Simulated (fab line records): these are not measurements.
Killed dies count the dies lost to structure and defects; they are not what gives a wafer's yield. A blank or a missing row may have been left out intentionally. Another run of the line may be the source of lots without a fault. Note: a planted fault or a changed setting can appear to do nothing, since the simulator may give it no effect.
A lot that was struck, set against a sound lot    flow rit-cmos    16 out of 202 route steps
Sound: the wafers L908.4, L908.5, L908.6. Struck: wafers L912.3, L912.4, L912.5. The cause is named last.
Per side, at each step with rows, come the tool, then ch with its chambers, and then its first start. Under that, the readings that differ: sound wafers    struck wafers    difference of the means    sigmas: that difference in standard deviations of wafers without a fault.
alike: words and numbers the same on both sides, and readings whose means are apart by under 2 such deviations; not compared: readings that were withheld, readings missing a value for some wafer, numbers with overlapping values and no deviation given by the record, and bounds like >300 which may hide the same value.
The two part at a step that has a row with sigmas, a row that says differs or no value, or rows on one side only. When numbers do not overlap yet have no deviation, they are printed without sigmas and do not part them. A reading missing from all wafers of one side parts the sides only when that side holds two or more wafers.

RIT_ACTIVE_BOW_MEAS_00:
  struck on film-metro-02, day 2 16:02; sound on film-metro-04, day 1 20:04
  alike: INCOMING_BOW
then, 1 step without rows for these wafers: RIT_ACTIVE_OXIDATION_01 (target thk 46.8 nm, ox time 3360 s).
RIT_ACTIVE_THK_MEAS_02:
  struck on film-metro-04, day 2 18:04; sound on film-metro-01, day 1 22:05
  alike: ACTIVE_OXIDE_THK
then, 1 step without rows for these wafers: RIT_ACTIVE_CVD_03 (deposits Si3N4 from SiH2Cl2/NH3, target thk 150 nm, time 1500 s).
RIT_ACTIVE_THK_MEAS_04:
  struck on film-metro-04, day 2 19:33; sound on film-metro-01, day 1 23:54
  alike: ACTIVE_NITRIDE_THK
then, 1 step without rows for these wafers: RIT_ACTIVE_HMDS_05 (prime time 60 s).
RIT_ACTIVE_COAT_06: resist thk 1000 nm.
  sound on litho-track-04 ch 0, day 2 00:10; struck on litho-track-04 ch 0, day 2 19:47
reading                                      sound            struck          difference  sigmas
model.NOVOLAK_of_ACTIVE_COAT_06.thk-nm (nm)  1005 1003 998.2  1052 1049 1049  +48         
then, 4 steps without rows for these wafers: RIT_ACTIVE_SOFTBAKE_07 (time 60 s); RIT_ACTIVE_EXPOSE_08 (exposes mask M1, target cd 1400 nm); RIT_ACTIVE_PEB_09; RIT_ACTIVE_DEVELOP_10 (develop time 50 s).
RIT_ACTIVE_CD_MEAS_11 targets a cd of 1400 nm.
  struck on cd-sem-01, day 2 20:36; sound on cd-sem-02, day 2 00:58
  alike: cd-nm
then, 1 step without rows for these wafers: RIT_ACTIVE_HARDBAKE_12 (time 60 s).
RIT_ACTIVE_ETCH_13: etches Si3N4 in SF6, stops on SiO2, time 210 s, target depth 210 nm.
  sound on rie-diel-02 ch 0,3, day 2 01:11; struck on rie-diel-02 ch 0,1,2, day 2 20:50
reading                                      sound              struck             difference  sigmas
model.NOVOLAK_of_ACTIVE_COAT_06.thk-nm (nm)  659.1 655.7 651.2  696.3 695.2 689.9  +38.5       
  alike: drypump-motor-current-A, oes-product-au, throttle-valve-pct
  not compared: rf-hours-counter-h
RIT_ACTIVE_STRIP_14: strips in O2, time 180 s.
  sound on plasma-asher-02 ch 0,1, day 2 01:22; struck on plasma-asher-04 ch 0,1, day 2 21:02
  alike: drypump-motor-current-A
  not compared: rf-hours-counter-h
RIT_M1_PROBE_99:
  struck on prober-02, day 4 14:08; sound on prober-02, day 3 19:45
  alike: killed-at-front-end, killed-dies, killed-open, killed-short

WHERE THEY PART
Nowhere in this record.

WHY: what the simulator had put in
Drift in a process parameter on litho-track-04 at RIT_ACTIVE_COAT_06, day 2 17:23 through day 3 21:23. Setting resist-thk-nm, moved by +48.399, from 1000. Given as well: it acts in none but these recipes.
